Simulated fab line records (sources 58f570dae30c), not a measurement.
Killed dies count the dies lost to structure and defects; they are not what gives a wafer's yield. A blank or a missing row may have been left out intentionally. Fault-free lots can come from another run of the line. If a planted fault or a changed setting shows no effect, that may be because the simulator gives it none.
A lot that was struck, set against a sound lot ; flow berkeley cmos170 ; 16 out of 331 route steps
Sound: these wafers, L948.1, L948.3, L948.5. Wafers L951.1, L951.3, L951.4 were the ones struck. The cause is given at the end.
For every step that has rows: the tool of each side, followed by ch and its chambers, followed by its first start. Under that, the readings that differ: sound wafers ; struck wafers ; difference of the means ; sigmas: that difference in standard deviations of wafers without a fault.
alike: words and numbers the same on both sides, and readings whose means are apart by under 2 such deviations; not compared: readings that were withheld, readings missing a value for some wafer, numbers with overlapping values and no deviation given by the record, and bounds like >300 which may hide the same value.
A row with sigmas, a row that says differs or no value, or rows on one side alone: a step with any of these is where the two part. When numbers do not overlap yet have no deviation, they are printed without sigmas and do not part them. A reading that every wafer of one side lacks parts them only if that side has two wafers or more.

UCB170_V2_CMP_02: polishes SiO2.
  sound on cmp-02 ch 0,2,3, day 11 06:41; struck on cmp-01 ch 0,1,3, day 11 13:01
  alike: motor current A
UCB170_V2_BOW_MEAS_03:
  sound: film metro-02 at day 11 06:59; struck: film metro-01 at day 11 13:19
  alike: V2_BOW
UCB170_V2_THK_MEAS_04:
  sound: film metro-02 at day 11 07:06; struck: film metro-01 at day 11 13:26
  alike: V2_POLISHED_THK
then, 7 steps without rows for these wafers: UCB170_V2_CLEAN_05 (cleans in DIW); UCB170_V2_HMDS_06 (prime time 60 s); UCB170_V2_COAT_07 (resist thk 900 nm); UCB170_V2_SOFTBAKE_08 (time 60 s); UCB170_V2_EXPOSE_09 (exposes mask VIA2, target cd 700 nm); UCB170_V2_PEB_10; UCB170_V2_DEVELOP_11 (develop time 45 s).
UCB170_V2_CD_MEAS_12: the cd target is 700 nm.
  sound: cd sem-02 at day 11 08:46; struck: cd sem-02 at day 11 14:52
  alike: cd nm
UCB170_V2_OVL_MEAS_13:
  sound: overlay-02 at day 11 08:53; struck: overlay-01 at day 11 14:59
  alike: V2_OVL
UCB170_V2_ETCH_14: etches SiO2 in CHF3/CF4/Ar, stops on Al, target depth 1250 nm, time 291 s.
  sound on rie diel-01 ch 0,1,2, day 11 08:55; struck on rie diel-04 ch 0,2,3, day 11 15:01
reading;sound;struck;difference;sigmas
oes product au (a.u.);0.843 0.856 0.875;0.774 0.802 0.797;-0.067;-5
over etch frac;0.25 0.25 0.25;0.48992 0.48992 0.48992;+0.23992;
model.KrF_of_V2_COAT_07.thk nm (nm);609.8 613.4 609.2;562.2 560.4 558.4;-50.5;
model.V2.feature depth nm (nm);1001 1001 1000;1005 1005 1005;+4;
  alike: drypump motor current A, throttle valve pct
  not compared: rf hours counter h
UCB170_V2_STRIP_15: strips in O2.
  sound on plasma asher-04 ch 0,1, day 11 09:06; struck on plasma asher-04 ch 0,1, day 11 15:11
reading;sound;struck;difference;sigmas
strip time to endpoint s (s);15.30 15.37 15.29;14.18 14.12 14.08;-1.19;-13
  alike: drypump motor current A, oes product au
  not compared: rf hours counter h
UCB170_V2_CD_MEAS_90: the cd target is 700 nm.
  sound: cd sem-01 at day 11 09:12; struck: cd sem-01 at day 11 15:17
  alike: cd nm
UCB170_M3_PROBE_99:
  rows exist in the record for the struck wafers here (prober-01, day 11 18:04), but not for the sound ones

## WHERE THEY PART
At UCB170_V2_ETCH_14 first; at UCB170_M3_PROBE_99 last (within this record only).

WHY: the cause the simulator had injected
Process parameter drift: rie diel-04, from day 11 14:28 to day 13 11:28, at UCB170_V2_ETCH_14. Setting over etch frac, moved by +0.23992, from 0.25. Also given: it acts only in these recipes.
